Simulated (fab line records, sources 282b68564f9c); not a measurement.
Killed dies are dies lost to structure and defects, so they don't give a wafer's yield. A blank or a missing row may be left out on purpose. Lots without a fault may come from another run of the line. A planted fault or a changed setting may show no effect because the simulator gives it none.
Which tool did it? | flow rit_cmos | 13 lots, 39 wafers sampled, at 4 steps of a route of 202

WHAT THE GAUGES READ, wafer by wafer
RIT_M1_CD_MEAS_09: target cd 2600 nm. Usual: cd_nm 2600.4 nm, standard deviation 2.1.
lot  | measured    | on        | cd_nm (nm)           | flag
L631 | day 3 17:10 | cd_sem-01 | 2600.4 2600.2 2598.6 |
L632 | day 3 19:21 | cd_sem-02 | 2601.2 2603.4 2604.1 |
L633 | day 3 21:46 | cd_sem-02 | 2601.7 2597.3 2599.7 |
L634 | day 4 02:14 | cd_sem-01 | 2597.3 2599.4 2596.8 |
L635 | day 4 16:24 | cd_sem-02 | 2604.4 2604.5 2602.2 |
L637 | day 4 15:47 | cd_sem-01 | 2602.7 2600.5 2601.1 |
L640 | day 5 04:44 | cd_sem-01 | 2597.2 2596.0 2596.9 |
L643 | day 5 20:34 | cd_sem-01 | 2597.1 2600.9 2598.8 |
L644 | day 6 04:37 | cd_sem-01 | 2600.1 2599.5 2599.6 |
L645 | day 6 06:20 | cd_sem-01 | 2599.7 2601.5 2602.5 |
L647 | day 6 17:28 | cd_sem-01 | 2599.3 2600.3 2600.2 |
L653 | day 8 12:37 | cd_sem-01 | 2600.7 2600.4 2598.9 |
L654 | day 8 14:08 | cd_sem-01 | 2603.9 2602.9 2602.9 |

WHICH TOOL RAN EACH LOT (tool, then ch and the chambers of the sampled wafers, then the start)
lot  | RIT_PRETRO_EXPOSE_03               | RIT_SDANNEAL_RTA_03             | RIT_SILICIDE_RTA_04
L631 | iline_stepper-01 ch 0, day 2 15:25 | rtp_anneal-02 ch 0, day 3 12:15 | rtp_anneal-01 ch 0, day 3 13:08
L632 | iline_stepper-01 ch 0, day 2 18:02 | rtp_anneal-01 ch 0, day 3 14:35 | rtp_anneal-02 ch 0, day 3 15:28
L633 | iline_stepper-02 ch 0, day 2 21:28 | rtp_anneal-02 ch 0, day 3 16:42 | rtp_anneal-01 ch 0, day 3 17:35
L634 | iline_stepper-01 ch 0, day 2 23:47 | rtp_anneal-01 ch 0, day 3 21:00 | rtp_anneal-02 ch 0, day 3 21:53
L635 | iline_stepper-02 ch 0, day 3 11:21 | rtp_anneal-02 ch 0, day 4 10:49 | rtp_anneal-02 ch 0, day 4 11:42
L637 | iline_stepper-01 ch 0, day 3 14:06 | rtp_anneal-02 ch 0, day 4 10:42 | rtp_anneal-01 ch 0, day 4 11:35
L640 | iline_stepper-01 ch 0, day 4 03:29 | rtp_anneal-01 ch 0, day 5 00:02 | rtp_anneal-02 ch 0, day 5 00:56
L643 | iline_stepper-02 ch 0, day 4 20:13 | rtp_anneal-02 ch 0, day 5 15:53 | rtp_anneal-01 ch 0, day 5 16:46
L644 | iline_stepper-01 ch 0, day 5 01:26 | rtp_anneal-01 ch 0, day 5 23:49 | rtp_anneal-02 ch 0, day 6 00:42
L645 | iline_stepper-02 ch 0, day 5 07:02 | rtp_anneal-02 ch 0, day 6 01:35 | rtp_anneal-01 ch 0, day 6 02:28
L647 | iline_stepper-01 ch 0, day 5 16:06 | rtp_anneal-02 ch 0, day 6 12:41 | rtp_anneal-01 ch 0, day 6 13:34
L653 | iline_stepper-02 ch 0, day 7 05:57 | rtp_anneal-02 ch 0, day 8 07:35 | rtp_anneal-01 ch 0, day 8 08:29
L654 | iline_stepper-02 ch 0, day 7 10:23 | rtp_anneal-01 ch 0, day 8 09:29 | rtp_anneal-02 ch 0, day 8 10:22
- RIT_PRETRO_EXPOSE_03: exposes mask M5, target cd 43700 nm.
- RIT_SDANNEAL_RTA_03: time 5 s.
- RIT_SILICIDE_RTA_04: time 10 s, ramp up 5 s, ramp down 5 s.

WHAT THE TOOLS THEMSELVES READ (means of the sampled wafers that have a number; where no wafer has one, the mark that the record gives instead)
RIT_SDANNEAL_RTA_03. Usual: wafer_temp_C_max 1053.5, standard deviation 1.1.
lot  | tool          | wafer_temp_C_max | flag
L631 | rtp_anneal-02 | 1054.8           |
L632 | rtp_anneal-01 | 1053.5           |
L633 | rtp_anneal-02 | 1053.7           |
L634 | rtp_anneal-01 | 1053.8           |
L635 | rtp_anneal-02 | 1052.5           |
L637 | rtp_anneal-02 | 1052.7           |
L640 | rtp_anneal-01 | 1052.7           |
L643 | rtp_anneal-02 | 1053.0           |
L644 | rtp_anneal-01 | 1053.9           |
L645 | rtp_anneal-02 | 1053.7           |
L647 | rtp_anneal-02 | 1053.7           |
L653 | rtp_anneal-02 | 1052.8           |
L654 | rtp_anneal-01 | 1053.0           |

RIT_SILICIDE_RTA_04. Usual: wafer_temp_C_max 652.5, standard deviation 0.52.
lot  | tool          | wafer_temp_C_max | flag
L631 | rtp_anneal-01 | 652.7            |
L632 | rtp_anneal-02 | 652.7            |
L633 | rtp_anneal-01 | 652.5            |
L634 | rtp_anneal-02 | 652.7            |
L635 | rtp_anneal-02 | 652.7            |
L637 | rtp_anneal-01 | 652.2            |
L640 | rtp_anneal-02 | 652.8            |
L643 | rtp_anneal-01 | 652.8            |
L644 | rtp_anneal-02 | 652.4            |
L645 | rtp_anneal-01 | 652.7            |
L647 | rtp_anneal-01 | 652.2            |
L653 | rtp_anneal-01 | 652.5            |
L654 | rtp_anneal-02 | 652.2            |

THE ANSWER, worked out from the rows above alone
Rule: a lot is off if the mean of its wafers that have a number lies more than 3 standard deviations from the usual mean. A lot without any number at a reading at which 4 lots or more have one is off too. The other lots that the step has rows for count as sound. The gauges are gone through in route order, then the tools' own readings, and for those a lot's mean is taken as printed above. The first step at which some lot is off is used, and at that step the reading that is off furthest; a lot without a number counts as furthest.
No lot is off at any reading shown: from this, nothing can be told.

WHAT THE SIMULATOR HAD PUT IN
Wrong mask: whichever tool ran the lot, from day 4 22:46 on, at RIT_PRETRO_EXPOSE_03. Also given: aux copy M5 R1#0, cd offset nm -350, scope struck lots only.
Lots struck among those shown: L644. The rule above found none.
